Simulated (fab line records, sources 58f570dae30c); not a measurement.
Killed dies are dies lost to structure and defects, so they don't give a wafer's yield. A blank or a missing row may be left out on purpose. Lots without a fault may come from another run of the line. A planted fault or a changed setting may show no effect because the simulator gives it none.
Which tool did it? | flow berkeley_cmos170 | 14 lots, 42 wafers sampled, at 4 steps of a route of 331

WHAT THE GAUGES READ, wafer by wafer
UCB170_NVT_OVL_MEAS_06.
lot  | measured     | on         | NVT_OVL (nm)
L388 | day 5 16:02  | overlay-02 | 3 2 -2
L389 | day 5 16:51  | overlay-01 | -3 -11 -6
L390 | day 5 16:17  | overlay-01 | -1 0 2
L397 | day 7 18:41  | overlay-02 | -4 -6 -5
L398 | day 8 01:07  | overlay-02 | -1 3 -2
L400 | day 8 09:22  | overlay-01 | 2 1 -3
L401 | day 8 09:39  | overlay-02 | -3 -1 2
L403 | day 8 22:31  | overlay-01 | -3 -4 -11
L405 | day 9 02:14  | overlay-01 | -4 -4 -2
L407 | day 9 15:01  | overlay-01 | -12 -6 -11
L406 | day 9 15:32  | overlay-01 | 0 -7 -3
L408 | day 9 14:56  | overlay-02 | -4 -6 -8
L410 | day 10 00:32 | overlay-01 | 0 -10 -6
L411 | day 10 00:45 | overlay-02 | 3 -6 -1

UCB170_NLDD_CD_MEAS_06: target cd 1200 nm.
lot  | measured     | on        | cd_nm (nm)
L388 | day 6 18:17  | cd_sem-02 | 1198.4 1197.8 1198.0
L389 | day 6 17:48  | cd_sem-01 | 1198.8 1199.7 1198.8
L390 | day 6 18:02  | cd_sem-01 | 1200.7 1199.5 1199.9
L397 | day 8 14:32  | cd_sem-01 | 1199.5 1198.3 1201.1
L398 | day 8 20:14  | cd_sem-02 | 1199.0 1198.2 1199.6
L400 | day 9 02:09  | cd_sem-01 | 1200.4 1199.6 1201.1
L401 | day 9 01:58  | cd_sem-02 | 1200.7 1199.5 1200.1
L403 | day 9 17:53  | cd_sem-01 | 1201.0 1199.3 1200.4
L405 | day 9 17:11  | cd_sem-02 | 1200.2 1200.7 1202.0
L407 | day 10 10:58 | cd_sem-01 | 1200.2 1199.8 1199.8
L406 | day 10 10:50 | cd_sem-02 | 1200.2 1199.9 1199.7
L408 | day 10 10:32 | cd_sem-01 | 1198.9 1196.7 1199.0
L410 | day 10 16:21 | cd_sem-02 | 1200.7 1200.8 1201.0
L411 | day 10 15:48 | cd_sem-01 | 1199.7 1200.5 1198.5

WHICH TOOL RAN EACH LOT (tool, then ch and the chambers of the sampled wafers, then the start)
lot  | UCB170_NWELL_IMPLANT_14        | UCB170_NWELL_STRIP_15
L388 | implanter-03 ch 0, day 2 05:25 | plasma_asher-02 ch 0,1, day 2 05:34
L389 | implanter-02 ch 0, day 2 11:32 | plasma_asher-01 ch 0, day 2 11:41
L390 | implanter-03 ch 0, day 2 15:27 | plasma_asher-03 ch 0,1, day 2 15:36
L397 | implanter-02 ch 0, day 4 04:43 | plasma_asher-03 ch 0,1, day 4 04:51
L398 | implanter-02 ch 0, day 4 13:38 | plasma_asher-03 ch 0,1, day 4 13:46
L400 | implanter-01 ch 0, day 4 23:34 | plasma_asher-02 ch 0,1, day 4 23:43
L401 | implanter-03 ch 0, day 4 23:49 | plasma_asher-02 ch 0,1, day 4 23:58
L403 | implanter-01 ch 0, day 5 09:50 | plasma_asher-02 ch 0,1, day 5 09:59
L405 | implanter-03 ch 0, day 5 18:51 | plasma_asher-03 ch 0,1, day 5 19:00
L407 | implanter-01 ch 0, day 6 04:38 | plasma_asher-01 ch 0, day 6 04:47
L406 | implanter-03 ch 0, day 6 04:56 | plasma_asher-03 ch 1, day 6 05:04
L408 | implanter-01 ch 0, day 6 10:43 | plasma_asher-02 ch 0,1, day 6 10:52
L410 | implanter-01 ch 0, day 7 03:17 | plasma_asher-01 ch 0,1, day 7 03:26
L411 | implanter-02 ch 0, day 7 03:59 | plasma_asher-03 ch 0,1, day 7 04:08
- UCB170_NWELL_IMPLANT_14
- UCB170_NWELL_STRIP_15: strips in O2.

WHAT THE TOOLS THEMSELVES READ (means of the sampled wafers that have a number; where no wafer has one, the mark that the record gives instead)
UCB170_NWELL_IMPLANT_14.
lot  | tool         | beam_energy_keV | beam_on_s (s)
L388 | implanter-03 | 149.99          | 10.06
L389 | implanter-02 | 150.00          | 9.86
L390 | implanter-03 | 150.01          | 9.99
L397 | implanter-02 | 143.35          | 9.94
L398 | implanter-02 | 143.39          | 9.93
L400 | implanter-01 | 150.00          | 9.98
L401 | implanter-03 | 150.01          | 9.85
L403 | implanter-01 | 149.97          | 10.00
L405 | implanter-03 | 150.08          | 10.03
L407 | implanter-01 | 149.99          | 9.91
L406 | implanter-03 | 150.04          | 9.80
L408 | implanter-01 | 150.06          | 9.89
L410 | implanter-01 | 150.00          | 9.82
L411 | implanter-02 | 149.99          | 9.87

UCB170_NWELL_STRIP_15.
lot  | tool            | drypump_motor_current_A (A) | oes_product_au (a.u.) | strip_time_to_endpoint_s (s)
L388 | plasma_asher-02 | 5.4                         | 0.721                 | 17.85
L389 | plasma_asher-01 | 5.0                         | 0.721                 | 18.06
L390 | plasma_asher-03 | 5.9                         | 0.721                 | 17.93
L397 | plasma_asher-03 | 6.0                         | 0.724                 | 18.02
L398 | plasma_asher-03 | 6.1                         | 0.714                 | 18.00
L400 | plasma_asher-02 | 5.6                         | 0.725                 | 17.99
L401 | plasma_asher-02 | 5.6                         | 0.722                 | 18.05
L403 | plasma_asher-02 | 5.4                         | 0.715                 | 18.06
L405 | plasma_asher-03 | 6.1                         | 0.721                 | 17.96
L407 | plasma_asher-01 | 5.0                         | 0.722                 | 17.93
L406 | plasma_asher-03 | 5.9                         | 0.718                 | 18.12
L408 | plasma_asher-02 | 5.6                         | 0.725                 | 18.03
L410 | plasma_asher-01 | 5.9                         | 0.720                 | 18.05
L411 | plasma_asher-03 | 6.1                         | 0.717                 | 18.15

THE ANSWER, worked out from the rows above alone
Rule: what is usual is taken from the lots themselves. Put in order of their means at a reading, lots are off if they are a third of the lots or fewer, leave a main group of 4 or more, and stand apart from it by a gap of 3 or more times the standard deviation of the main group's means; of several such gaps the widest counts. A main group whose means are all the same, to the digits that the tables above print for the reading, isn't used. A lot without any number at a reading at which 4 lots or more have one is off too. The other lots that the step has rows for count as sound. The gauges are gone through in route order, then the tools' own readings, and for those a lot's mean is taken as printed above. The first step at which some lot is off is used, and at that step the reading that is off furthest; a lot without a number counts as furthest.
Off: L397, L398, at UCB170_NWELL_IMPLANT_14 (beam_energy_keV). The main group: mean 150.01, standard deviation 0.031.
A tool fits if, at that step or a process step before it, it ran every lot that is off, and no sound lot after the first of them. None of those tried fits.

WHAT THE SIMULATOR HAD PUT IN
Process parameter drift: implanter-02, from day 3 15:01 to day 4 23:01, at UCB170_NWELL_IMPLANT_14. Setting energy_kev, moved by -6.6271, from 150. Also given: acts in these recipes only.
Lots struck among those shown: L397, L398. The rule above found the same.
